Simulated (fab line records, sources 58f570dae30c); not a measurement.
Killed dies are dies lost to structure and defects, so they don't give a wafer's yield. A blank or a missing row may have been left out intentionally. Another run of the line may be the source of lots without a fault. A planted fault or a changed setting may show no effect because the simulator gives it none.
Commonality check across tools || flow berkeleyCmos170 || Sample size 14 lots and 42 wafers

## THE REASON FOR OPENING IT
Of 14 lots, 2 have the reading M1_AL_RS flagged at UCB170_M1_RS_MEAS_01. Fault-free wafers read 0.0487 ohm/sq, with a standard deviation of 0.00074.
Rule: a lot is flagged in two cases, either no wafer of it has a number, or all its wafers with numbers fall more than 4 standard deviations from that mean. All remaining lots are regarded as sound.

{"lot": "L781", "measured": "day 7 06:55", "on": "filmMetro-02", "M1_AL_RS (ohm/sq), wafer by wafer": "0.0485 0.0487 0.0492", "flag": ""}
{"lot": "L783", "measured": "day 7 08:02", "on": "filmMetro-02", "M1_AL_RS (ohm/sq), wafer by wafer": "0.0474 0.0481 0.0487", "flag": ""}
{"lot": "L784", "measured": "day 7 11:46", "on": "filmMetro-03", "M1_AL_RS (ohm/sq), wafer by wafer": "0.0488 0.0493 0.0483", "flag": ""}
{"lot": "L786", "measured": "day 7 20:16", "on": "filmMetro-02", "M1_AL_RS (ohm/sq), wafer by wafer": "0.0494 0.0494 0.0498", "flag": ""}
{"lot": "L785", "measured": "day 7 20:29", "on": "filmMetro-03", "M1_AL_RS (ohm/sq), wafer by wafer": "0.0496 0.0495 0.0494", "flag": ""}
{"lot": "L787", "measured": "day 8 06:59", "on": "filmMetro-03", "M1_AL_RS (ohm/sq), wafer by wafer": "0.0487 0.0500 0.0485", "flag": ""}
{"lot": "L788", "measured": "day 8 07:21", "on": "filmMetro-02", "M1_AL_RS (ohm/sq), wafer by wafer": "0.0488 0.0493 0.0496", "flag": ""}
{"lot": "L789", "measured": "day 9 02:00", "on": "filmMetro-02", "M1_AL_RS (ohm/sq), wafer by wafer": "0.0486 0.0489 0.0476", "flag": ""}
{"lot": "L790", "measured": "day 9 04:11", "on": "filmMetro-04", "M1_AL_RS (ohm/sq), wafer by wafer": "0.0485 0.0485 0.0487", "flag": ""}
{"lot": "L791", "measured": "day 9 06:20", "on": "filmMetro-02", "M1_AL_RS (ohm/sq), wafer by wafer": "0.0480 0.0496 0.0481", "flag": ""}
{"lot": "L792", "measured": "day 9 07:10", "on": "filmMetro-03", "M1_AL_RS (ohm/sq), wafer by wafer": "0.0490 0.0486 0.0483", "flag": ""}
{"lot": "L793", "measured": "day 9 07:32", "on": "filmMetro-03", "M1_AL_RS (ohm/sq), wafer by wafer": "0.0489 0.0488 0.0498", "flag": ""}
{"lot": "L795", "measured": "day 10 01:43", "on": "filmMetro-04", "M1_AL_RS (ohm/sq), wafer by wafer": "0.0539 0.0535 0.0529", "flag": "FLAGGED"}
{"lot": "L798", "measured": "day 10 16:25", "on": "filmMetro-04", "M1_AL_RS (ohm/sq), wafer by wafer": "0.0540 0.0542 0.0546", "flag": "FLAGGED"}
On average the flagged lots' numbers are 0.0539 ohm/sq, which is +0.0052 ohm/sq against the usual, or +7 standard deviations.

## LOT BY LOT: THE TOOL USED
The record holds 3 process steps before the reading, out of a route of 331 steps. Each cell gives the tool, then ch followed by the chambers the sampled wafers passed through, then the start.
{"lot": "L781", "flag": "", "UCB170_PLDD_STRIP_10": "plasmaAsher-04 ch 0,1, day 6 14:17", "UCB170_NSD_STRIP_09": "plasmaAsher-01 ch 0,1, day 7 00:27", "UCB170_M1_SPUTTER_00": "pvdSputter-04, day 7 06:49"}
{"lot": "L783", "flag": "", "UCB170_PLDD_STRIP_10": "plasmaAsher-02 ch 0,1, day 6 16:48", "UCB170_NSD_STRIP_09": "plasmaAsher-04 ch 0,1, day 7 00:31", "UCB170_M1_SPUTTER_00": "pvdSputter-01, day 7 07:59"}
{"lot": "L784", "flag": "", "UCB170_PLDD_STRIP_10": "plasmaAsher-04 ch 0,1, day 6 19:09", "UCB170_NSD_STRIP_09": "plasmaAsher-01 ch 1, day 7 05:04", "UCB170_M1_SPUTTER_00": "pvdSputter-04, day 7 11:43"}
{"lot": "L786", "flag": "", "UCB170_PLDD_STRIP_10": "plasmaAsher-02 ch 0,1, day 7 03:25", "UCB170_NSD_STRIP_09": "plasmaAsher-01 ch 0,1, day 7 12:53", "UCB170_M1_SPUTTER_00": "pvdSputter-02, day 7 20:11"}
{"lot": "L785", "flag": "", "UCB170_PLDD_STRIP_10": "plasmaAsher-04 ch 0, day 7 05:14", "UCB170_NSD_STRIP_09": "plasmaAsher-04 ch 1, day 7 13:02", "UCB170_M1_SPUTTER_00": "pvdSputter-04, day 7 20:25"}
{"lot": "L787", "flag": "", "UCB170_PLDD_STRIP_10": "plasmaAsher-04 ch 0,1, day 7 08:56", "UCB170_NSD_STRIP_09": "plasmaAsher-04 ch 0,1, day 7 21:34", "UCB170_M1_SPUTTER_00": "pvdSputter-02, day 8 06:55"}
{"lot": "L788", "flag": "", "UCB170_PLDD_STRIP_10": "plasmaAsher-01 ch 0,1, day 7 08:46", "UCB170_NSD_STRIP_09": "plasmaAsher-01 ch 0,1, day 7 22:24", "UCB170_M1_SPUTTER_00": "pvdSputter-01, day 8 07:16"}
{"lot": "L789", "flag": "", "UCB170_PLDD_STRIP_10": "plasmaAsher-02 ch 0,1, day 8 05:19", "UCB170_NSD_STRIP_09": "plasmaAsher-03 ch 0,1, day 8 16:29", "UCB170_M1_SPUTTER_00": "pvdSputter-04, day 9 01:56"}
{"lot": "L790", "flag": "", "UCB170_PLDD_STRIP_10": "plasmaAsher-01 ch 0,1, day 8 05:02", "UCB170_NSD_STRIP_09": "plasmaAsher-03 ch 0,1, day 8 16:04", "UCB170_M1_SPUTTER_00": "pvdSputter-01, day 9 04:08"}
{"lot": "L791", "flag": "", "UCB170_PLDD_STRIP_10": "plasmaAsher-01 ch 0,1, day 8 09:56", "UCB170_NSD_STRIP_09": "plasmaAsher-04 ch 0,1, day 8 21:31", "UCB170_M1_SPUTTER_00": "pvdSputter-02, day 9 06:17"}
{"lot": "L792", "flag": "", "UCB170_PLDD_STRIP_10": "plasmaAsher-02 ch 0, day 8 09:23", "UCB170_NSD_STRIP_09": "plasmaAsher-01 ch 0,1, day 8 21:10", "UCB170_M1_SPUTTER_00": "pvdSputter-04, day 9 07:06"}
{"lot": "L793", "flag": "", "UCB170_PLDD_STRIP_10": "plasmaAsher-02 ch 1, day 8 09:40", "UCB170_NSD_STRIP_09": "plasmaAsher-03 ch 0, day 8 21:17", "UCB170_M1_SPUTTER_00": "pvdSputter-01, day 9 07:27"}
{"lot": "L795", "flag": "FLAGGED", "UCB170_PLDD_STRIP_10": "plasmaAsher-01 ch 0,1, day 9 06:52", "UCB170_NSD_STRIP_09": "plasmaAsher-03 ch 0,1, day 9 17:01", "UCB170_M1_SPUTTER_00": "pvdSputter-01, day 10 01:39"}
{"lot": "L798", "flag": "FLAGGED", "UCB170_PLDD_STRIP_10": "plasmaAsher-04 ch 0,1, day 9 23:44", "UCB170_NSD_STRIP_09": "plasmaAsher-01 ch 0,1, day 10 09:08", "UCB170_M1_SPUTTER_00": "pvdSputter-01, day 10 16:22"}
What these steps do:
- UCB170_PLDD_STRIP_10: strips in O2.
- UCB170_NSD_STRIP_09: strips in O2.
- UCB170_M1_SPUTTER_00: material Al, target thk 600 nm, time 80 s.
- UCB170_M1_RS_MEAS_01: measures by four-point-probe.

## FLAGGED OVER TOTAL, TOOL BY TOOL (the gauges that took the reading come last)
{"step": "UCB170_PLDD_STRIP_10", "tool": "plasmaAsher-01", "lots run": 4, "flagged": 1, "share of the flagged lots": "some", "sound lots run after its first flagged lot": 0}
{"step": "UCB170_PLDD_STRIP_10", "tool": "plasmaAsher-02", "lots run": 5, "flagged": 0, "share of the flagged lots": "none", "sound lots run after its first flagged lot": "-"}
{"step": "UCB170_PLDD_STRIP_10", "tool": "plasmaAsher-04", "lots run": 5, "flagged": 1, "share of the flagged lots": "some", "sound lots run after its first flagged lot": 0}
{"step": "UCB170_NSD_STRIP_09", "tool": "plasmaAsher-01", "lots run": 6, "flagged": 1, "share of the flagged lots": "some", "sound lots run after its first flagged lot": 0}
{"step": "UCB170_NSD_STRIP_09", "tool": "plasmaAsher-03", "lots run": 4, "flagged": 1, "share of the flagged lots": "some", "sound lots run after its first flagged lot": 0}
{"step": "UCB170_NSD_STRIP_09", "tool": "plasmaAsher-04", "lots run": 4, "flagged": 0, "share of the flagged lots": "none", "sound lots run after its first flagged lot": "-"}
{"step": "UCB170_M1_SPUTTER_00", "tool": "pvdSputter-01", "lots run": 6, "flagged": 2, "share of the flagged lots": "all", "sound lots run after its first flagged lot": 0}
{"step": "UCB170_M1_SPUTTER_00", "tool": "pvdSputter-02", "lots run": 3, "flagged": 0, "share of the flagged lots": "none", "sound lots run after its first flagged lot": "-"}
{"step": "UCB170_M1_SPUTTER_00", "tool": "pvdSputter-04", "lots run": 5, "flagged": 0, "share of the flagged lots": "none", "sound lots run after its first flagged lot": "-"}
{"step": "UCB170_M1_RS_MEAS_01", "tool": "filmMetro-02", "lots run": 6, "flagged": 0, "share of the flagged lots": "none", "sound lots run after its first flagged lot": "-"}
{"step": "UCB170_M1_RS_MEAS_01", "tool": "filmMetro-03", "lots run": 5, "flagged": 0, "share of the flagged lots": "none", "sound lots run after its first flagged lot": "-"}
{"step": "UCB170_M1_RS_MEAS_01", "tool": "filmMetro-04", "lots run": 3, "flagged": 2, "share of the flagged lots": "all", "sound lots run after its first flagged lot": 0}

## WHAT IS ALLOWED BY THE TABLE
2 rows of the table ran every flagged lot: pvdSputter-01 at UCB170_M1_SPUTTER_00, filmMetro-04 at UCB170_M1_RS_MEAS_01.
- pvdSputter-01 at UCB170_M1_SPUTTER_00: 2 of its 6 lots flagged. Last sound lot L793 at day 9 07:27, first flagged lot L795 at day 10 01:39; a fault beginning in between fits.
- filmMetro-04 at UCB170_M1_RS_MEAS_01: 2 of its 3 lots flagged. Last sound lot L790 at day 9 04:11, first flagged lot L795 at day 10 01:43; a fault beginning in between fits.
Because each of these 2 tools fits a fault that began at some hour, counting lots does not separate them. More lots, or a look at what each step does to the wafer, might.

## WHAT HAD BEEN PUT IN BY THE SIMULATOR
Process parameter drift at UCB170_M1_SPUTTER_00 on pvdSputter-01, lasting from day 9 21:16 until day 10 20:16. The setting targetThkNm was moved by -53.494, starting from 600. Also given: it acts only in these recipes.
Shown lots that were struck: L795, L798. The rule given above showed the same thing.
